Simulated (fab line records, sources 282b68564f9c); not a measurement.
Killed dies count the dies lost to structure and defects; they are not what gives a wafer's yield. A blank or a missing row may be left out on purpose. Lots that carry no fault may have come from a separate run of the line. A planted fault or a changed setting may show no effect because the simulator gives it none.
fab line records ; flow rit_cmos
record: lots: 5; wafers: 15; last_day: 6
route steps=202 shown ACTIVE@13 FOX1@20 FOX2@23 NWELL@28 PWELL@39 WELLDRIVE@50 NRETRO@53 M1@202
lots untouched by any fault: they come from a run of this same line in which no faults occurred
start_h: start of the lot's first displayed wafer, in hours after the record's first day ; wait_h: hours elapsed since this lot's preceding step ; " same as the row above ; L1.1+2: several wafers, shown together as one row ; - no value, or no start given ; * or withheld: withheld ; < > ~ a bound
route shown NAME@n: a module of which the file shows steps, and the number in the route of the first ; usual: mean/standard deviation of fault-free wafers ; same: alike in all rows ; chamber/n: place in a boat ; sites: per-site readings ; _std_site: standard deviation across them ; _edge_site: mean of outer sites minus mean of inner sites ; radius_mm: how far each site lies from the wafer's centre ; mask NAME#n: copy n ; behind: tool/chamber where the wafer was last shaped ; hold: the reason the lot was held/the length of the hold in hours/how it ended ; device: transistor that didn't switch, given as n, p or np ; end of line: at the end of the route, the tests of the same wafers ; a step without rows: its recipe alone ; killed: count of dies lost to structure and defects at first sort (not the wafer's yield) ; map: the dies of a wafer, with x for killed, . for not killed, _ for no die there
set.NAME: the setting that was run; set.NAME@STEP: the one run at that earlier step ; model.NAME: the simulator's own value behind a step, which no gauge read
lots seen at some steps along the route; tables by step, rows by wafer
services: a tool's chamber out of use, with start hour (start_h, from the record's first day; less than 0 if before it), hours out, and reason
== steps ==
step: RIT_ACTIVE_HARDBAKE_12
recipe: resist: NOVOLAK; temp_c: 140; time_s: 60
step: RIT_ACTIVE_ETCH_13
recipe: stop_on: SiO2; chemistry: SF6; target: Si3N4; time_s: 210; over_etch_frac: 0.4; SF6_flow_sccm: 200; pressure_mtorr: 260; rf_w: 125; target_depth_a: 2100
usual: drypump_motor_current_A: 5.7/0.38; oes_product_au: 0.820/0.013; throttle_valve_pct: 7.54/0.087
lot.wafer;tool;chamber;start_h;wait_h;drypump_motor_current_A;oes_product_au;rf_hours_counter_h;throttle_valve_pct
L757.3;rie_diel-04;0;54.89;0.1;4.8;0.808;20;7.49
L757.4;rie_diel-04;2;54.89;0.1;5.7;0.800;65;7.44
L757.6;rie_diel-04;0;54.89;0.1;4.8;0.799;-;7.50
L758.1;rie_diel-03;0;60.49;0.1;5.9;0.797;3;7.58
L758.3;rie_diel-03;1;60.49;0.1;5.9;0.825;2;7.67
L758.5;rie_diel-03;2;60.49;0.1;5.4;0.816;-;7.48
L759.1;rie_diel-02;1;64.90;0.1;5.7;0.831;93;7.49
L759.2;rie_diel-02;3;64.90;0.1;6.4;0.828;88;7.44
L759.6;rie_diel-02;1;64.90;0.1;5.8;0.842;-;7.48
L765.1;rie_diel-03;3;94.93;0.1;6.0;0.819;127;7.57
L765.3;rie_diel-03;1;94.93;0.1;6.0;0.829;3;7.67
L765.4;rie_diel-03;0;94.93;0.1;5.9;0.807;4;7.57
L766.1;rie_diel-04;1;99.83;0.1;5.6;0.811;100;7.61
L766.5;rie_diel-04;1;99.83;0.1;5.6;0.807;-;7.58
L766.6;rie_diel-04;0;99.83;0.1;4.8;0.817;-;7.49
step: RIT_ACTIVE_STRIP_14
recipe: chemistry: O2; time_s: 180; resist: NOVOLAK; platen_temp_c: withheld; power_w: 500; pressure_mtorr: 4000; o2_flow_sccm: 4000
usual: drypump_motor_current_A: 5.8/0.57
lot.wafer;tool;chamber;start_h;wait_h;drypump_motor_current_A;rf_hours_counter_h
L757.3;plasma_asher-01;1;55.08;0.1;5.9;-
L757.4;plasma_asher-01;0;55.08;0.1;6.6;-
L757.6;plasma_asher-01;1;55.08;0.1;5.9;-
L758.1;plasma_asher-01;1;60.62;0.1;5.9;42
L758.3;plasma_asher-01;1;60.62;0.1;5.9;-
L758.5;plasma_asher-01;1;60.62;0.1;5.9;-
L759.1;plasma_asher-04;0;65.04;0.1;5.6;27
L759.2;plasma_asher-04;1;65.04;0.1;5.3;27
L759.6;plasma_asher-04;0;65.04;0.1;5.7;-
L765.1;plasma_asher-01;1;95.06;0.1;5.9;46
L765.3;plasma_asher-01;1;95.06;0.1;5.9;-
L765.4;plasma_asher-01;0;95.06;0.1;6.6;-
L766.1;plasma_asher-04;1;99.97;0.1;5.3;31
L766.5;plasma_asher-04;0;99.97;0.1;5.7;-
L766.6;plasma_asher-04;1;99.97;0.1;5.3;-
step: RIT_ACTIVE_CD_MEAS_90
recipe: target_cd_nm: 1400
usual: cd_nm: 1400.6/1.9
lot.wafer;tool;chamber;start_h;wait_h;cd_nm
L757.3;cd_sem-02;-;55.24;0.1;1403.1
L757.4;cd_sem-02;-;55.24;0.1;1402.9
L757.6;cd_sem-02;-;55.24;0.1;1401.3
L758.1;cd_sem-01;-;60.80;0.1;1399.0
L758.3;cd_sem-01;-;60.80;0.1;1397.3
L758.5;cd_sem-01;-;60.80;0.1;1399.1
L759.1;cd_sem-02;-;65.21;0.1;1398.6
L759.2;cd_sem-02;-;65.21;0.1;1397.7
L759.6;cd_sem-02;-;65.21;0.1;1397.9
L765.1;cd_sem-01;-;95.24;0.1;1397.2
L765.3;cd_sem-01;-;95.24;0.1;1401.2
L765.4;cd_sem-01;-;95.24;0.1;1397.5
L766.1;cd_sem-02;-;100.14;0.1;1399.8
L766.5;cd_sem-02;-;100.14;0.1;1398.6
L766.6;cd_sem-02;-;100.14;0.1;1399.9
step: RIT_ACTIVE_CLEAN_15
recipe: chemistry: SC1; mix: 3:3:50; time_s: 600; temp_c: 75
step: RIT_ACTIVE_CLEAN_16
recipe: chemistry: dHF; dilution: 50:1; time_s: 30
step: RIT_ACTIVE_CLEAN_17
recipe: chemistry: SC2; mix: 3:3:50; time_s: 600; temp_c: 75; dry: n2_spin
step: RIT_FOX1_OXIDATION_00
recipe: temp_c: 1100; ambient: H2O; target_thk_a: 3507; p_h2o_torr: 720; ox_time_s: 1130
step: RIT_FOX1_THK_MEAS_01
recipe: reads: SiO2_of_FOX1_OXIDATION_00
usual: FOX1_OXIDE_THK: 350/8.9
lot.wafer;tool;chamber;start_h;wait_h;FOX1_OXIDE_THK[nm]
L757.3;film_metro-03;-;57.42;0.0;364
L757.4;film_metro-03;-;57.42;0.0;368
L757.6;film_metro-03;-;57.42;0.0;368
L758.1;film_metro-03;-;63.56;0.0;348
L758.3;film_metro-03;-;63.56;0.0;344
L758.5;film_metro-03;-;63.56;0.0;349
L759.1;film_metro-04;-;68.81;0.0;340
L759.2;film_metro-04;-;68.81;0.0;342
L759.6;film_metro-04;-;68.81;0.0;341
L765.1;film_metro-04;-;98.32;0.0;350
L765.3;film_metro-04;-;98.32;0.0;350
L765.4;film_metro-04;-;98.32;0.0;352
L766.1;film_metro-03;-;102.01;0.0;355
L766.5;film_metro-03;-;102.01;0.0;346
L766.6;film_metro-03;-;102.01;0.0;345
step: RIT_FOX1_WET_ETCH_02
recipe: chemistry: BOE; target_depth_nm: 350; time_s: 390; temp_c: 21.5; dry: n2_spin; dilution: 10:1; target: SiO2
step: RIT_FOX2_OXIDATION_00
recipe: temp_c: 1100; ambient: H2O; target_thk_a: 3507; p_h2o_torr: 720; ox_time_s: 1130
step: RIT_FOX2_THK_MEAS_01
recipe: reads: SiO2_of_FOX2_OXIDATION_00
usual: FOX2_OXIDE_THK: 352/8.2
lot.wafer;tool;chamber;start_h;wait_h;FOX2_OXIDE_THK[nm]
L757.3;film_metro-01;-;58.92;0.0;347
L757.4;film_metro-01;-;58.92;0.0;343
L757.6;film_metro-01;-;58.92;0.0;345
L758.1;film_metro-03;-;65.17;0.0;347
L758.3;film_metro-03;-;65.17;0.0;352
L758.5;film_metro-03;-;65.17;0.0;345
L759.1;film_metro-01;-;70.36;0.0;339
L759.2;film_metro-01;-;70.36;0.0;343
L759.6;film_metro-01;-;70.36;0.0;339
L765.1;film_metro-02;-;99.82;0.0;344
L765.3;film_metro-02;-;99.82;0.0;348
L765.4;film_metro-02;-;99.82;0.0;347
L766.1;film_metro-03;-;103.51;0.0;351
L766.5;film_metro-03;-;103.51;0.0;354
L766.6;film_metro-03;-;103.51;0.0;351
step: RIT_FOX2_CLEAN_02
recipe: chemistry: dHF; dilution: 50:1; time_s: 176.3
lot.wafer;tool;chamber;start_h;wait_h
L757.3+4+6;wet_bench-01;3;58.96;0.0
L758.1+3+5;wet_bench-01;1;65.23;0.1
L759.1+2+6;wet_bench-03;0;70.42;0.1
L765.1+3+4;wet_bench-03;2;99.88;0.1
L766.1+5+6;wet_bench-01;2;103.57;0.1
step: RIT_FOX2_WET_ETCH_03
recipe: chemistry: H3PO4; target: Si3N4; target_depth_nm: 195; temp_c: 165; time_s: 2700
step: RIT_FOX2_THK_MEAS_90
recipe: reads: SiO2_of_FOX2_OXIDATION_00
usual: FIELD_OXIDE_LEFT_1_THK: 325/8.2
lot.wafer;tool;chamber;start_h;wait_h;FIELD_OXIDE_LEFT_1_THK[nm]
L757.3;film_metro-03;-;59.81;0.0;320
L757.4;film_metro-03;-;59.81;0.0;317
L757.6;film_metro-03;-;59.81;0.0;318
L758.1;film_metro-02;-;66.12;0.0;320
L758.3;film_metro-02;-;66.12;0.0;325
L758.5;film_metro-02;-;66.12;0.0;318
L759.1;film_metro-02;-;71.30;0.0;313
L759.2;film_metro-02;-;71.30;0.0;316
L759.6;film_metro-02;-;71.30;0.0;312
L765.1;film_metro-02;-;100.76;0.0;317
L765.3;film_metro-02;-;100.76;0.0;322
L765.4;film_metro-02;-;100.76;0.0;320
L766.1;film_metro-02;-;104.47;0.0;324
L766.5;film_metro-02;-;104.47;0.0;327
L766.6;film_metro-02;-;104.47;0.0;324
step: RIT_NWELL_HMDS_00
recipe: prime_time_s: 60; prime_temp_c: 140
step: RIT_NWELL_COAT_01
recipe: resist: NOVOLAK; spin_rpm: 2000; resist_thk_nm: 1300
step: RIT_NWELL_SOFTBAKE_02
recipe: resist: NOVOLAK; temp_c: 90; time_s: 60
step: RIT_NWELL_EXPOSE_03
recipe: mask_id: M2; na: 0.57; target_cd_nm: 43900; dose_mj: 250
step: RIT_NWELL_PEB_04
recipe: resist: NOVOLAK; temp_c: withheld; time_s: withheld
step: RIT_NWELL_DEVELOP_05
recipe: resist: NOVOLAK; develop_time_s: 68; dev_temp_c: 23
step: RIT_NWELL_OVL_MEAS_06
usual: NWELL_OVL: 0.0/1.5
lot.wafer;tool;chamber;start_h;wait_h;NWELL_OVL[nm]
L757.3;overlay-02;-;60.86;-;2.0
L757.4;overlay-02;-;60.86;-;0.4
L757.6;overlay-02;-;60.86;-;0.6
L758.1;overlay-01;-;67.18;-;2.6
L758.3;overlay-01;-;67.18;-;-0.3
L758.5;overlay-01;-;67.18;-;-1.1
L759.1;overlay-01;-;72.48;-;1.4
L759.2;overlay-01;-;72.48;-;2.7
L759.6;overlay-01;-;72.48;-;2.3
L765.1;overlay-02;-;101.94;-;0.8
L765.3;overlay-02;-;101.94;-;2.0
L765.4;overlay-02;-;101.94;-;0.6
L766.1;overlay-01;-;105.54;-;-0.1
L766.5;overlay-01;-;105.54;-;1.5
L766.6;overlay-01;-;105.54;-;-1.1
step: RIT_NWELL_HARDBAKE_07
recipe: resist: NOVOLAK; temp_c: 140; time_s: 120
step: RIT_NWELL_IMPLANT_08
recipe: species: P; energy_kev: 170; dose_cm2: 5e+13; tilt_deg: 7
step: RIT_NWELL_STRIP_09
recipe: chemistry: O2; time_s: 180; resist: NOVOLAK; platen_temp_c: withheld; power_w: 500; pressure_mtorr: 4000; o2_flow_sccm: 4000
usual: drypump_motor_current_A: 6.0/0.62
lot.wafer;tool;chamber;start_h;wait_h;drypump_motor_current_A;rf_hours_counter_h
L757.3;plasma_asher-03;0;61.35;0.1;4.9;-
L757.4;plasma_asher-03;1;61.35;0.1;6.2;-
L757.6;plasma_asher-03;0;61.35;0.1;4.9;-
L758.1;plasma_asher-01;1;67.62;0.1;5.9;43
L758.3;plasma_asher-01;1;67.62;0.1;5.9;-
L758.5;plasma_asher-01;0;67.62;0.1;6.7;-
L759.1;plasma_asher-03;1;72.92;0.1;6.3;40
L759.2;plasma_asher-03;0;72.92;0.1;4.9;40
L759.6;plasma_asher-03;0;72.92;0.1;4.9;-
L765.1;plasma_asher-02;1;102.38;0.1;5.9;47
L765.3;plasma_asher-02;0;102.38;0.1;6.6;-
L765.4;plasma_asher-02;1;102.38;0.1;5.9;-
L766.1;plasma_asher-02;0;105.97;0.1;6.7;48
L766.5;plasma_asher-02;0;105.97;0.1;6.7;-
L766.6;plasma_asher-02;1;105.97;0.1;5.9;-
step: RIT_NWELL_TW_MEAS_10
usual: NWELL_TW: 2137/16
lot.wafer;tool;chamber;start_h;wait_h;NWELL_TW
L757.3;film_metro-04;-;61.48;0.1;2140
L757.4;film_metro-04;-;61.48;0.1;2144
L757.6;film_metro-04;-;61.48;0.1;2138
L758.1;film_metro-01;-;67.80;0.1;2118
L758.3;film_metro-01;-;67.80;0.1;2109
L758.5;film_metro-01;-;67.80;0.1;2125
L759.1;film_metro-04;-;73.09;0.1;2144
L759.2;film_metro-04;-;73.09;0.1;2127
L759.6;film_metro-04;-;73.09;0.1;2125
L765.1;film_metro-03;-;102.55;0.1;2163
L765.3;film_metro-03;-;102.55;0.1;2160
L765.4;film_metro-03;-;102.55;0.1;2155
L766.1;film_metro-03;-;106.15;0.1;2159
L766.5;film_metro-03;-;106.15;0.1;2155
L766.6;film_metro-03;-;106.15;0.1;2156
step: RIT_PWELL_HMDS_00
recipe: prime_time_s: 60; prime_temp_c: 140
step: RIT_PWELL_COAT_01
recipe: resist: NOVOLAK; spin_rpm: 2000; resist_thk_nm: 1300
step: RIT_PWELL_SOFTBAKE_02
recipe: resist: NOVOLAK; temp_c: 90; time_s: 60
step: RIT_PWELL_EXPOSE_03
recipe: mask_id: M3; na: 0.57; target_cd_nm: 43700; dose_mj: 250
step: RIT_PWELL_PEB_04
recipe: resist: NOVOLAK; temp_c: withheld; time_s: withheld
step: RIT_PWELL_DEVELOP_05
recipe: resist: NOVOLAK; develop_time_s: 68; dev_temp_c: 23
step: RIT_PWELL_OVL_MEAS_06
usual: PWELL_OVL: -0.2/1.5
lot.wafer;tool;chamber;start_h;wait_h;PWELL_OVL[nm]
L757.3;overlay-01;-;62.54;-;-0.4
L757.4;overlay-01;-;62.54;-;-1.3
L757.6;overlay-01;-;62.54;-;-1.8
L758.1;overlay-01;-;68.74;-;2.8
L758.3;overlay-01;-;68.74;-;0.8
L758.5;overlay-01;-;68.74;-;3.2
L759.1;overlay-01;-;74.16;-;0.2
L759.2;overlay-01;-;74.16;-;-0.8
L759.6;overlay-01;-;74.16;-;1.5
L765.1;overlay-02;-;103.62;-;-0.3
L765.3;overlay-02;-;103.62;-;-0.4
L765.4;overlay-02;-;103.62;-;-1.0
L766.1;overlay-01;-;107.21;-;-0.4
L766.5;overlay-01;-;107.21;-;2.2
L766.6;overlay-01;-;107.21;-;0.8
step: RIT_PWELL_HARDBAKE_07
recipe: resist: NOVOLAK; temp_c: 140; time_s: 120
step: RIT_PWELL_IMPLANT_08
recipe: species: B; energy_kev: 170; dose_cm2: 6.857e+13; tilt_deg: 7
step: RIT_PWELL_STRIP_09
recipe: chemistry: O2; time_s: 180; resist: NOVOLAK; platen_temp_c: withheld; power_w: 500; pressure_mtorr: 4000; o2_flow_sccm: 4000
usual: drypump_motor_current_A: 5.8/0.55
lot.wafer;tool;chamber;start_h;wait_h;drypump_motor_current_A;rf_hours_counter_h
L757.3;plasma_asher-02;1;63.02;0.1;5.9;-
L757.4;plasma_asher-02;0;63.02;0.1;6.7;-
L757.6;plasma_asher-02;0;63.02;0.1;6.7;-
L758.1;plasma_asher-03;0;69.17;0.1;4.9;40
L758.3;plasma_asher-03;1;69.17;0.1;6.2;-
L758.5;plasma_asher-03;1;69.17;0.1;6.2;-
L759.1;plasma_asher-04;0;74.59;0.1;5.7;28
L759.2;plasma_asher-04;1;74.59;0.1;5.3;28
L759.6;plasma_asher-04;0;74.59;0.1;5.7;-
L765.1;plasma_asher-04;0;104.05;0.1;5.7;32
L765.3;plasma_asher-04;1;104.05;0.1;5.3;-
L765.4;plasma_asher-04;0;104.05;0.1;5.7;-
L766.1;plasma_asher-04;0;107.65;0.1;5.7;32
L766.5;plasma_asher-04;1;107.65;0.1;5.3;-
L766.6;plasma_asher-04;0;107.65;0.1;5.7;-
step: RIT_PWELL_TW_MEAS_10
usual: PWELL_TW: 946/7.6
lot.wafer;tool;chamber;start_h;wait_h;PWELL_TW
L757.3;film_metro-01;-;63.16;0.1;930
L757.4;film_metro-01;-;63.16;0.1;935
L757.6;film_metro-01;-;63.16;0.1;934
L758.1;film_metro-03;-;69.35;0.1;952
L758.3;film_metro-03;-;69.35;0.1;950
L758.5;film_metro-03;-;69.35;0.1;944
L759.1;film_metro-03;-;74.77;0.1;960
L759.2;film_metro-03;-;74.77;0.1;962
L759.6;film_metro-03;-;74.77;0.1;960
L765.1;film_metro-03;-;104.23;0.1;949
L765.3;film_metro-03;-;104.23;0.1;946
L765.4;film_metro-03;-;104.23;0.1;957
L766.1;film_metro-04;-;107.82;0.1;944
L766.5;film_metro-04;-;107.82;0.1;941
L766.6;film_metro-04;-;107.82;0.1;947
step: RIT_WELLDRIVE_ANNEAL_00
recipe: temp_c: 1100; time_s: 14700; ambient: N2
step: RIT_WELLDRIVE_RS_MEAS_01
recipe: thk_meas_gauge: four-point-probe
usual: NWELL_RS: 275.4/0.92
lot.wafer;tool;chamber;start_h;wait_h;NWELL_RS[ohm/sq]
L757.3;film_metro-01;-;69.08;0.0;273.8
L757.4;film_metro-01;-;69.08;0.0;274.1
L757.6;film_metro-01;-;69.08;0.0;273.1
L758.1;film_metro-04;-;74.66;0.0;275.3
L758.3;film_metro-04;-;74.66;0.0;277.0
L758.5;film_metro-04;-;74.66;0.0;275.2
L759.1;film_metro-01;-;79.91;0.0;274.2
L759.2;film_metro-01;-;79.91;0.0;275.3
L759.6;film_metro-01;-;79.91;0.0;273.9
L765.1;film_metro-03;-;109.37;0.0;274.0
L765.3;film_metro-03;-;109.37;0.0;274.1
L765.4;film_metro-03;-;109.37;0.0;273.9
L766.1;film_metro-01;-;112.97;0.0;276.4
L766.5;film_metro-01;-;112.97;0.0;276.5
L766.6;film_metro-01;-;112.97;0.0;275.3
step: RIT_WELLDRIVE_RS_MEAS_02
recipe: thk_meas_gauge: four-point-probe
usual: PWELL_RS: 435.1/1.3
lot.wafer;tool;chamber;start_h;wait_h;PWELL_RS[ohm/sq]
L757.3;film_metro-01;-;69.20;0.1;434.6
L757.4;film_metro-01;-;69.20;0.1;434.8
L757.6;film_metro-01;-;69.20;0.1;435.5
L758.1;film_metro-04;-;74.78;0.1;436.2
L758.3;film_metro-04;-;74.78;0.1;436.3
L758.5;film_metro-04;-;74.78;0.1;437.1
L759.1;film_metro-01;-;80.03;0.1;435.3
L759.2;film_metro-01;-;80.03;0.1;434.3
L759.6;film_metro-01;-;80.03;0.1;435.1
L765.1;film_metro-03;-;109.49;0.1;434.1
L765.3;film_metro-03;-;109.49;0.1;435.3
L765.4;film_metro-03;-;109.49;0.1;434.6
L766.1;film_metro-01;-;113.09;0.1;434.7
L766.5;film_metro-01;-;113.09;0.1;433.7
L766.6;film_metro-01;-;113.09;0.1;433.5
step: RIT_NRETRO_HMDS_00
recipe: prime_time_s: 60; prime_temp_c: 140
step: RIT_NRETRO_COAT_01
recipe: resist: NOVOLAK; spin_rpm: 2000; resist_thk_nm: 1300
step: RIT_M1_PROBE_99
usual: killed_at_contacts: 0.2/0.38; killed_at_front_end: 6.7/3; killed_dies: 6.9/3; killed_on_rim: 1.8/1.4; killed_open: 3.5/1.9; killed_short: 3.3/2
same: gross_dies: 264; killed_at_M0_to_M3: 0; killed_at_M4_up: 0; killed_at_back_side: 0; killed_at_other: 0
lot.wafer;tool;chamber;start_h;wait_h;killed_at_contacts;killed_at_front_end;killed_dies;killed_on_rim;killed_open;killed_short
L757.3;prober-01;-;97.85;0.2;0;6;6;0;1;5
L757.4;prober-01;-;97.90;0.2;1;7;8;3;5;3
L757.6;prober-01;-;98.00;0.2;1;7;8;1;0;8
L758.1;prober-02;-;103.77;0.1;0;11;11;5;4;7
L758.3;prober-02;-;103.87;0.2;0;9;9;3;3;6
L758.5;prober-02;-;103.97;0.2;0;6;6;1;2;4
L759.1;prober-01;-;111.24;0.1;0;13;13;2;5;8
L759.2;prober-01;-;111.29;0.1;0;5;5;1;3;2
L759.6;prober-01;-;111.49;0.2;0;5;5;1;4;1
L765.1;prober-01;-;138.67;0.1;0;13;13;5;7;6
L765.3;prober-01;-;138.77;0.2;0;6;6;0;3;3
L765.4;prober-01;-;138.82;0.2;0;12;12;6;3;9
L766.1;prober-02;-;141.25;0.1;0;21;21;10;3;1
L766.5;prober-02;-;141.45;0.2;0;22;22;8;3;5
L766.6;prober-02;-;141.50;0.2;0;23;23;10;1;5
killed by level:class
L757.3 GATE:geometric_particle:short=3 FOX1:geometric_particle:short=1 GATE:geometric_particle:open=1 REOX:geometric_particle:short=1
L757.4 GATE:geometric_particle:open=3 FOX1:geometric_particle:open=2 GATE:geometric_particle:short=1 REOX:geometric_particle:short=1 CONTACT:geometric_particle:short=1
L757.6 GATE:geometric_particle:short=3 REOX:geometric_particle:short=2 SPACER:geometric_particle:short=1 SILICIDE:geometric_particle:short=1 CONTACT:geometric_particle:short=1
L758.1 GATE:geometric_particle:short=3 GATE:geometric_particle:open=3 SPACER:geometric_particle:short=3 FOX1:geometric_particle:open=1 REOX:geometric_particle:short=1
L758.3 GATE:geometric_particle:short=4 GATE:geometric_particle:open=2 FOX1:geometric_particle:short=1 SILICIDE:geometric_particle:short=1 SILICIDE:geometric_particle:open=1
L758.5 GATE:geometric_particle:short=2 SPACER:geometric_particle:short=2 FOX1:geometric_particle:open=1 GATE:geometric_particle:open=1
L759.1 SILICIDE:geometric_particle:short=4 FOX2:geometric_particle:open=2 GATE:geometric_particle:short=2 FOX1:geometric_particle:open=1 FOX1:geometric_particle:short=1 GATE:geometric_particle:open=1 SPACER:geometric_particle:short=1 SILICIDE:geometric_particle:open=1
L759.2 FOX1:geometric_particle:open=1 GATE:geometric_particle:short=1 SPACER:geometric_particle:open=1 SPACER:geometric_particle:short=1 SILICIDE:geometric_particle:open=1
L759.6 REOX:geometric_particle:open=2 SPACER:geometric_particle:open=1 SILICIDE:geometric_particle:short=1 SILICIDE:geometric_particle:open=1
L765.1 GATE:geometric_particle:open=5 GATE:geometric_particle:short=5 FOX1:geometric_particle:open=1 FOX2:geometric_particle:open=1 REOX:geometric_particle:short=1
L765.3 GATE:geometric_particle:open=1 GATE:geometric_particle:short=1 REOX:geometric_particle:open=1 REOX:geometric_particle:short=1 SPACER:geometric_particle:open=1 SILICIDE:geometric_particle:short=1
L765.4 GATE:geometric_particle:short=3 GATE:geometric_particle:open=3 SPACER:geometric_particle:short=3 SILICIDE:geometric_particle:short=2 REOX:geometric_particle:short=1
L766.1 FOX2:unspecified=17 SPACER:geometric_particle:open=2 FOX1:geometric_particle:open=1 SILICIDE:geometric_particle:short=1
L766.5 FOX2:unspecified=14 FOX1:geometric_particle:open=2 SPACER:geometric_particle:short=2 FOX2:geometric_particle:short=1 GATE:geometric_particle:short=1 REOX:geometric_particle:short=1 SPACER:geometric_particle:open=1
L766.6 FOX2:unspecified=17 GATE:geometric_particle:short=2 FOX1:geometric_particle:short=1 FOX2:geometric_particle:open=1 REOX:geometric_particle:short=1 SILICIDE:geometric_particle:short=1
map L766.6 (x killed, . not)
________......._______
_____.............____
____...............___
___xx...............__
__xxx....x..........x_
__xxx................_
_xxxxx...........x....
_xxxx.................
_x............x.......
_.....................
__..................._
__..................._
___..............x..__
____...............___
_____.............____
________......._______
map L758.1 (x killed, . not)
________xxx...._______
_____.............____
____...............___
___.................__
__...........x......._
__..................._
_...x.................
_..x..................
_................x....
_.....................
__..................x_
__..................._
___...x.............__
____...............___
_____........x....____
________.x....._______
== services ==
tool;chamber;start_h;hours;kind
wet_bench-03;-;46.26;23.1;pm
rie_diel-04;-;51.45;2.8;pm
plasma_asher-04;-;56.96;2.5;repair
rie_diel-04;3;101.56;2.8;repair
== key ==
first_sign: step: RIT_M1_PROBE_99; reading: killed_at_front_end; direction: up; sigmas: 5.1; usual: 6.7; struck: 22
effect: step: RIT_M1_PROBE_99; reading: killed_dies; direction: up; sigmas: 5.1; usual: 6.9; struck: 22
met_at RIT_FOX2_CLEAN_02
struck_wafers L766.1,L766.5,L766.6
tester_left_out L766
also_fits time
fault: kind: chamber_particle_source; tool: wet_bench-01; chamber: 2; onset_h: 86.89; steps: RIT_FOX2_CLEAN_02; rate_per_visit_cm2: 1.0375; end_h: 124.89
tester_left_out: of these lots the tester's yield and bins aren't shown, on N5 and GAA mostly nor the transistor test; their killed dies are dies lost to structure and defects alone, not to doping, threshold or leakage, so they don't give the yield
